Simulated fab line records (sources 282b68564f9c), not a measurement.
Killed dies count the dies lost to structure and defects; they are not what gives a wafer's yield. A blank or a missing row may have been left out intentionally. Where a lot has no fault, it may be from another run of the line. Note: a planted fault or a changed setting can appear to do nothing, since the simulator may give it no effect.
fab line records -- flow rit-cmos
[record] lots = 15, wafers = 45, last-day = 7
route steps=202 shown CONTACT@168 M1@202
lots that met no fault: taken from a fault-free run of the same line
start-h: start of the lot's first displayed wafer, in hours after the record's first day -- wait-h: hours from the lot's prior step to this one -- " unchanged from the row above -- L1.1+2: one row covering several wafers at once -- - no value present, or no start provided -- * or withheld: withheld -- < > ~ a bound
route shown NAME@n: NAME is a module with steps in the file, n the number in the route of the first one -- usual: mean and standard deviation over wafers with no fault -- same: alike in all rows -- chamber/n: place in a boat -- sites: the reading at each site -- _std_site: standard deviation across them -- _edge_site: outer sites' mean less inner sites' -- radius-mm: how far each site lies from the wafer's centre -- mask NAME#n: copy n -- behind: the last tool/chamber to shape the wafer -- hold: what put the lot on hold/how long, in hours/how the hold closed -- device: transistor that didn't switch, given as n, p or np -- end of line: the tests these same wafers got at the end of their route -- where a step has no rows: the recipe by itself -- killed: count of dies lost to structure and defects at first sort (not the wafer's yield) -- map: a wafer's dies, x killed, . not, _ none there
set.NAME: the setting that was run; set.NAME@STEP: the one run at that earlier step -- model.NAME: the simulator's own value behind a step, which no gauge read
steps of the route over a sample of lots; a table a step, a row a wafer
services: the hour from which a tool's chamber was out of use, counted from the record's first day as start-h (under 0 if before that day), plus the number of hours and why
[[steps]]
[step RIT_CONTACT_CVD_00]
[recipe] material = SiO2, target-thk-nm = 400, precursor = TEOS, temp-c = 390, time-s = 61, rf-w = 400
[usual] heater-power-w = 307/41
lot.wafer,tool,chamber,start-h,wait-h,heater-power-w
L725.1,pecvd-03,1,55.58,0.1,330
L725.3,pecvd-03,0,55.58,0.1,339
L725.6,pecvd-03,0,55.58,0.1,354
L726.1,pecvd-04,1,61.10,0.1,253
L726.3,pecvd-04,0,61.10,0.1,277
L726.5,pecvd-04,0,61.10,0.1,298
L727.1,pecvd-02,2,71.22,0.1,346
L727.4,pecvd-02,1,71.22,0.1,312
L727.5,pecvd-02,2,71.22,0.1,362
L728.3,pecvd-03,0,76.03,0.1,356
L728.4,pecvd-03,0,76.03,0.1,378
L728.6,pecvd-03,1,76.03,0.1,287
L728.3,pecvd-03,0,76.25,0.2,361
L728.4,pecvd-03,0,76.25,0.2,371
L728.6,pecvd-03,1,76.25,0.2,284
L729.1,pecvd-04,2,80.46,0.1,354
L729.2,pecvd-04,0,80.46,0.1,289
L729.6,pecvd-04,0,80.46,0.1,293
L730.1,pecvd-02,2,85.32,0.1,340
L730.3,pecvd-02,1,85.32,0.1,274
L730.4,pecvd-02,1,85.32,0.1,296
L731.1,pecvd-03,1,91.99,0.1,308
L731.3,pecvd-03,2,91.99,0.1,243
L731.6,pecvd-03,2,91.99,0.1,259
L733.2,pecvd-02,0,100.83,0.0,323
L733.4,pecvd-02,1,100.83,0.0,272
L733.5,pecvd-02,0,100.83,0.0,335
L733.2,pecvd-02,0,101.04,0.2,333
L733.4,pecvd-02,1,101.04,0.2,274
L733.5,pecvd-02,0,101.04,0.2,338
L737.2,pecvd-03,2,116.29,0.0,247
L737.3,pecvd-03,1,116.29,0.0,269
L737.5,pecvd-03,2,116.29,0.0,267
L738.4,pecvd-04,2,120.50,0.0,313
L738.5,pecvd-04,1,120.50,0.0,245
L738.6,pecvd-04,0,120.50,0.0,274
L738.4,pecvd-04,2,120.72,0.2,316
L738.5,pecvd-04,1,120.72,0.2,247
L738.6,pecvd-04,0,120.72,0.2,280
L741.2,pecvd-04,1,133.60,0.0,237
L741.3,pecvd-04,0,133.60,0.0,257
L741.5,pecvd-04,1,133.60,0.0,261
L742.1,pecvd-02,2,140.94,0.1,317
L742.3,pecvd-02,1,140.94,0.1,343
L742.6,pecvd-02,2,140.94,0.1,341
L743.2,pecvd-03,2,145.73,0.0,241
L743.4,pecvd-03,0,145.73,0.0,397
L743.5,pecvd-03,2,145.73,0.0,251
L744.2,pecvd-04,1,148.23,0.0,306
L744.3,pecvd-04,2,148.23,0.0,361
L744.5,pecvd-04,1,148.23,0.0,306
L746.1,pecvd-02,0,160.06,0.1,311
L746.2,pecvd-02,1,160.06,0.1,365
L746.4,pecvd-02,0,160.06,0.1,329
[step RIT_CONTACT_THK_MEAS_01]
[recipe] reads = SiO2_of_CONTACT_CVD_00
[usual] CONTACT_TEOS_THK = 400/5.6
lot.wafer,tool,chamber,start-h,wait-h,CONTACT_TEOS_THK[nm]
L725.1,film-metro-03,-,55.63,0.0,397
L725.3,film-metro-03,-,55.63,0.0,394
L725.6,film-metro-03,-,55.63,0.0,402
L726.1,film-metro-03,-,61.15,0.0,391
L726.3,film-metro-03,-,61.15,0.0,391
L726.5,film-metro-03,-,61.15,0.0,398
L727.1,film-metro-04,-,71.27,0.0,402
L727.4,film-metro-04,-,71.27,0.0,407
L727.5,film-metro-04,-,71.27,0.0,409
L728.3,film-metro-04,-,76.32,0.0,785
L728.4,film-metro-04,-,76.32,0.0,799
L728.6,film-metro-04,-,76.32,0.0,804
L728.3,film-metro-04,-,76.55,0.2,786
L728.4,film-metro-04,-,76.55,0.2,799
L728.6,film-metro-04,-,76.55,0.2,804
L729.1,film-metro-01,-,80.51,0.0,401
L729.2,film-metro-01,-,80.51,0.0,392
L729.6,film-metro-01,-,80.51,0.0,403
L730.1,film-metro-03,-,85.37,0.0,396
L730.3,film-metro-03,-,85.37,0.0,401
L730.4,film-metro-03,-,85.37,0.0,404
L731.1,film-metro-04,-,92.05,0.0,401
L731.3,film-metro-04,-,92.05,0.0,400
L731.6,film-metro-04,-,92.05,0.0,410
L733.2,film-metro-01,-,101.18,0.1,798
L733.4,film-metro-01,-,101.18,0.1,813
L733.5,film-metro-01,-,101.18,0.1,809
L733.2,film-metro-01,-,101.41,0.2,797
L733.4,film-metro-01,-,101.41,0.2,813
L733.5,film-metro-01,-,101.41,0.2,810
L737.2,film-metro-03,-,116.35,0.0,394
L737.3,film-metro-03,-,116.35,0.0,393
L737.5,film-metro-03,-,116.35,0.0,401
L738.4,film-metro-04,-,120.77,0.0,815
L738.5,film-metro-04,-,120.77,0.0,813
L738.6,film-metro-04,-,120.77,0.0,817
L738.4,film-metro-04,-,121.00,0.2,814
L738.5,film-metro-04,-,121.00,0.2,813
L738.6,film-metro-04,-,121.00,0.2,816
L741.2,film-metro-01,-,133.66,0.0,393
L741.3,film-metro-01,-,133.66,0.0,393
L741.5,film-metro-01,-,133.66,0.0,400
L742.1,film-metro-01,-,140.99,0.0,401
L742.3,film-metro-01,-,140.99,0.0,404
L742.6,film-metro-01,-,140.99,0.0,405
L743.2,film-metro-03,-,145.79,0.0,389
L743.4,film-metro-03,-,145.79,0.0,397
L743.5,film-metro-03,-,145.79,0.0,390
L744.2,film-metro-01,-,148.29,0.0,396
L744.3,film-metro-01,-,148.29,0.0,395
L744.5,film-metro-01,-,148.29,0.0,401
L746.1,film-metro-04,-,160.11,0.0,397
L746.2,film-metro-04,-,160.11,0.0,402
L746.4,film-metro-04,-,160.11,0.0,402
[step RIT_M1_PROBE_99]
[usual] defect-limited-yield = 97.4/1.2, killed_at_M0_to_M3 = 0.0/0.083, killed-at-contacts = 0.1/0.36, killed-at-front-end = 7/3.1, killed-dies = 7/3.1, killed-open = 3.6/2.1, killed-short = 3.2/1.9, sort_bin_3_pad_short = 0.1/0.23, sort_bin_5_function = 1.4/0.77, sort_bin_6_memory = 1.0/0.68, sort-n-pass = 257/3.1, sort-yield-pct = 97.4/1.2
[same] gross-dies = 264, killed_at_M4_up = 0, killed-at-back-side = 0, killed-at-other = 0
lot.wafer,tool,chamber,start-h,wait-h,defect-limited-yield[%],killed_at_M0_to_M3,killed-at-contacts,killed-at-front-end,killed-dies,killed-open,killed-short,sort_bin_3_pad_short[%],sort_bin_5_function[%],sort_bin_6_memory[%],sort-n-pass,sort-yield-pct[%]
L725.1,prober-01,-,62.18,0.1,97.7,0,0,6,6,4,2,0,1.5,0.8,258,97.7
L725.3,prober-01,-,62.28,0.2,97.7,0,0,6,6,1,5,0,1.5,0.8,258,97.7
L725.6,prober-01,-,62.43,0.2,96.6,0,0,9,9,4,5,0.8,2.3,0.4,255,96.6
L726.1,prober-02,-,68.15,0.1,94.7,0,0,14,14,6,8,0,2.7,2.7,250,94.7
L726.3,prober-02,-,68.25,0.2,95.8,0,0,11,11,5,6,0.8,1.9,1.5,253,95.8
L726.5,prober-02,-,68.35,0.2,95.1,0,0,13,13,6,7,0.4,2.7,1.9,251,95.1
L727.1,prober-01,-,77.75,0.1,99.6,0,0,1,1,1,0,0,0.4,0,263,99.6
L727.4,prober-01,-,77.90,0.2,97.7,0,0,6,6,2,4,0.4,0.8,1.1,258,97.7
L727.5,prober-01,-,77.95,0.2,97.0,0,0,8,8,4,4,0.8,1.5,0.8,256,97.0
L729.1,prober-01,-,86.88,0.1,97.0,0,0,8,8,5,3,0.4,2.3,0.4,256,97.0
L729.2,prober-01,-,86.93,0.1,97.7,0,0,6,6,5,1,0,1.9,0.4,258,97.7
L729.6,prober-01,-,87.13,0.2,98.1,0,0,5,5,2,3,0,1.9,0,259,98.1
L730.1,prober-02,-,91.74,0.1,97.7,0,0,6,6,3,3,0,1.1,1.1,258,97.7
L730.3,prober-02,-,91.84,0.2,98.1,0,0,5,5,3,2,0.4,1.5,0,259,98.1
L730.4,prober-02,-,91.89,0.2,96.6,0,0,9,9,6,3,0,1.9,1.5,255,96.6
L731.1,prober-01,-,98.42,0.1,97.7,0,0,6,6,3,3,0,0.4,1.9,258,97.7
L731.3,prober-01,-,98.52,0.2,97.0,0,0,8,8,2,6,0,2.3,0.8,256,97.0
L731.6,prober-01,-,98.67,0.2,97.0,0,0,8,8,6,2,0,1.5,1.5,256,97.0
L737.2,prober-01,-,122.85,0.1,96.6,0,0,9,9,2,7,0,1.9,1.5,255,96.6
L737.3,prober-01,-,122.90,0.2,95.1,0,0,13,13,9,3,0,1.5,3.4,251,95.1
L737.5,prober-01,-,123.00,0.2,98.1,0,0,5,5,2,2,0,0.8,1.1,259,98.1
L741.2,prober-01,-,140.01,0.1,98.1,0,0,5,5,2,3,0,1.5,0.4,259,98.1
L741.3,prober-01,-,140.06,0.2,98.1,0,0,5,5,1,4,0,0.8,1.1,259,98.1
L741.5,prober-01,-,140.16,0.2,98.5,0,0,4,4,3,1,0,1.1,0.4,260,98.5
L742.1,prober-02,-,147.55,0.1,95.5,0,0,12,12,6,6,0,3.4,1.1,252,95.5
L742.3,prober-02,-,147.65,0.2,95.8,0,0,11,11,7,4,0,3.4,0.8,253,95.8
L742.6,prober-02,-,147.80,0.2,97.7,0,0,6,6,4,2,0,1.1,1.1,258,97.7
L743.2,prober-01,-,152.77,0.1,98.5,0,0,4,4,3,1,0,1.1,0.4,260,98.5
L743.4,prober-01,-,152.87,0.2,98.9,0,1,2,3,2,1,0,0,1.1,261,98.9
L743.5,prober-01,-,152.92,0.2,97.7,1,0,5,6,2,4,0,1.1,1.1,258,97.7
L744.2,prober-02,-,154.80,0.1,98.9,0,0,3,3,2,1,0,0.8,0.4,261,98.9
L744.3,prober-02,-,154.85,0.2,98.5,0,0,4,4,2,2,0.4,0.4,0.8,260,98.5
L744.5,prober-02,-,154.95,0.2,97.0,0,0,8,8,5,3,0,2.3,0.8,256,97.0
L746.1,prober-02,-,166.54,0.1,98.1,0,0,5,5,4,1,0,1.1,0.8,259,98.1
L746.2,prober-02,-,166.59,0.1,99.2,0,0,2,2,0,2,0.4,0,0.4,262,99.2
L746.4,prober-02,-,166.69,0.2,97.7,0,0,6,6,3,3,0,1.5,0.8,258,97.7
// killed by level:class
L725.1 SPACER:geometric-particle:open=3 GATE:geometric-particle:short=1 GATE:geometric-particle:open=1 REOX:geometric-particle:short=1
L725.3 GATE:geometric-particle:short=2 ACTIVE:geometric-particle:short=1 FOX2:geometric-particle:open=1 FOX2:geometric-particle:short=1 SPACER:geometric-particle:short=1
L725.6 SPACER:geometric-particle:open=2 FOX1:geometric-particle:short=1 FOX2:geometric-particle:open=1 GATE:geometric-particle:open=1 GATE:geometric-particle:short=1 REOX:geometric-particle:short=1 SPACER:geometric-particle:short=1 SILICIDE:geometric-particle:short=1
L726.1 SPACER:geometric-particle:short=3 SILICIDE:geometric-particle:short=3 GATE:geometric-particle:short=2 REOX:geometric-particle:open=2 FOX1:geometric-particle:open=1 GATE:geometric-particle:open=1 SPACER:geometric-particle:open=1 SILICIDE:geometric-particle:open=1
L726.3 GATE:geometric-particle:short=3 GATE:geometric-particle:open=2 SILICIDE:geometric-particle:short=2 ACTIVE:geometric-particle:open=1 REOX:geometric-particle:open=1 SPACER:geometric-particle:short=1 SILICIDE:geometric-particle:open=1
L726.5 GATE:geometric-particle:short=4 GATE:geometric-particle:open=2 SILICIDE:geometric-particle:open=2 SILICIDE:geometric-particle:short=2 REOX:geometric-particle:open=1 SPACER:geometric-particle:open=1 SPACER:geometric-particle:short=1
L727.1 REOX:geometric-particle:open=1
L727.4 FOX1:geometric-particle:short=1 GATE:geometric-particle:short=1 GATE:geometric-particle:open=1 SPACER:geometric-particle:open=1 SPACER:geometric-particle:short=1 SILICIDE:geometric-particle:short=1
L727.5 REOX:geometric-particle:short=2 FOX2:geometric-particle:open=1 GATE:geometric-particle:open=1 REOX:geometric-particle:open=1 SPACER:geometric-particle:open=1 SPACER:geometric-particle:short=1 SILICIDE:geometric-particle:short=1
L729.1 FOX1:geometric-particle:open=2 GATE:geometric-particle:open=2 SPACER:geometric-particle:short=2 REOX:geometric-particle:short=1 SPACER:geometric-particle:open=1
L729.2 GATE:geometric-particle:open=2 REOX:geometric-particle:open=2 FOX1:geometric-particle:open=1 SPACER:geometric-particle:short=1
L729.6 SILICIDE:geometric-particle:short=2 FOX1:geometric-particle:short=1 GATE:geometric-particle:open=1 SILICIDE:geometric-particle:open=1
L730.1 GATE:geometric-particle:open=2 FOX1:geometric-particle:short=1 FOX2:geometric-particle:short=1 SPACER:geometric-particle:short=1 SILICIDE:geometric-particle:open=1
L730.3 FOX2:geometric-particle:open=2 GATE:geometric-particle:open=1 GATE:geometric-particle:short=1 REOX:geometric-particle:short=1
L730.4 GATE:geometric-particle:open=2 GATE:geometric-particle:short=2 FOX1:geometric-particle:open=1 FOX2:geometric-particle:open=1 REOX:geometric-particle:open=1 SPACER:geometric-particle:open=1 SILICIDE:geometric-particle:short=1
L731.1 SILICIDE:geometric-particle:short=2 REOX:geometric-particle:short=1 REOX:geometric-particle:open=1 SPACER:geometric-particle:open=1 SILICIDE:geometric-particle:open=1
L731.3 GATE:geometric-particle:short=3 GATE:geometric-particle:open=2 SPACER:geometric-particle:short=2 REOX:geometric-particle:short=1
L731.6 FOX2:geometric-particle:open=2 GATE:geometric-particle:open=2 REOX:geometric-particle:open=2 GATE:geometric-particle:short=1 REOX:geometric-particle:short=1
L737.2 REOX:geometric-particle:short=2 SPACER:geometric-particle:short=2 FOX2:geometric-particle:short=1 GATE:geometric-particle:short=1 SPACER:geometric-particle:open=1 SILICIDE:geometric-particle:short=1 SILICIDE:geometric-particle:open=1
L737.3 SILICIDE:geometric-particle:open=4 REOX:geometric-particle:open=3 SPACER:geometric-particle:open=2 FOX1:geometric-particle:short=1 SPACER:geometric-particle:short=1 SILICIDE:geometric-particle:short=1 NWELL:coat-microbubble-printed=1
L737.5 SILICIDE:geometric-particle:short=2 GATE:geometric-particle:open=1 REOX:geometric-particle:open=1 NWELL:coat-microbubble-printed=1
L741.2 GATE:geometric-particle:open=2 GATE:geometric-particle:short=2 SPACER:geometric-particle:short=1
L741.3 SILICIDE:geometric-particle:short=3 FOX2:geometric-particle:short=1 GATE:geometric-particle:open=1
L741.5 GATE:geometric-particle:open=2 REOX:geometric-particle:short=1 REOX:geometric-particle:open=1
L742.1 REOX:geometric-particle:short=3 FOX1:geometric-particle:open=2 FOX1:geometric-particle:short=1 FOX2:geometric-particle:open=1 GATE:geometric-particle:open=1 GATE:geometric-particle:short=1 REOX:geometric-particle:open=1 SPACER:geometric-particle:open=1
L742.3 SPACER:geometric-particle:short=3 SPACER:geometric-particle:open=3 FOX2:geometric-particle:open=2 GATE:geometric-particle:open=2 SILICIDE:geometric-particle:short=1
L742.6 REOX:geometric-particle:open=2 FOX1:geometric-particle:open=1 GATE:geometric-particle:short=1 SPACER:geometric-particle:short=1 SILICIDE:geometric-particle:open=1
L743.2 FOX1:geometric-particle:open=2 GATE:geometric-particle:open=1 SPACER:geometric-particle:short=1
L743.4 FOX1:geometric-particle:open=1 SPACER:geometric-particle:open=1 CONTACT:geometric-particle:short=1
L743.5 FOX2:geometric-particle:open=1 GATE:geometric-particle:short=1 REOX:geometric-particle:short=1 SPACER:geometric-particle:short=1 SPACER:geometric-particle:open=1 M1:geometric-particle:short=1
L744.2 REOX:geometric-particle:open=2 GATE:geometric-particle:short=1
L744.3 FOX2:geometric-particle:short=1 GATE:geometric-particle:short=1 SPACER:geometric-particle:open=1 SILICIDE:geometric-particle:open=1
L744.5 REOX:geometric-particle:open=2 SPACER:geometric-particle:open=2 FOX1:geometric-particle:short=1 FOX2:geometric-particle:open=1 FOX2:geometric-particle:short=1 GATE:geometric-particle:short=1
L746.1 FOX1:geometric-particle:open=2 GATE:geometric-particle:open=1 GATE:geometric-particle:short=1 SILICIDE:geometric-particle:open=1
L746.2 GATE:geometric-particle:short=2
L746.4 GATE:geometric-particle:open=2 FOX1:geometric-particle:open=1 GATE:geometric-particle:short=1 REOX:geometric-particle:short=1 SPACER:geometric-particle:short=1
[[services]]
tool,chamber,start-h,hours,kind
pecvd-04,2,38.61,5.4,repair
pecvd-02,-,153.85,1.8,repair
[[key]]
[first-sign] step = RIT_CONTACT_CVD_00, reading = visit, direction = added
[effect] step = RIT_CONTACT_THK_MEAS_01, reading = visit, direction = added
[effect] step = RIT_CONTACT_THK_MEAS_01, reading = CONTACT_TEOS_THK, direction = up, sigmas = 72, usual = 400, struck = 806
met-at RIT_CONTACT_CVD_00
struck-lots L728,L733,L738
scrapped-behind RIT_CONTACT_THK_MEAS_01 L728.3,L728.4,L728.6,L733.2,L733.4,L733.5,L738.4,L738.5,L738.6
[fault] kind = repeated-step-whole, tool = pecvd-02,pecvd-03,pecvd-04, chamber = -, onset-h = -, steps = RIT_CONTACT_CVD_00, times = 1, scope = struck-lots-only
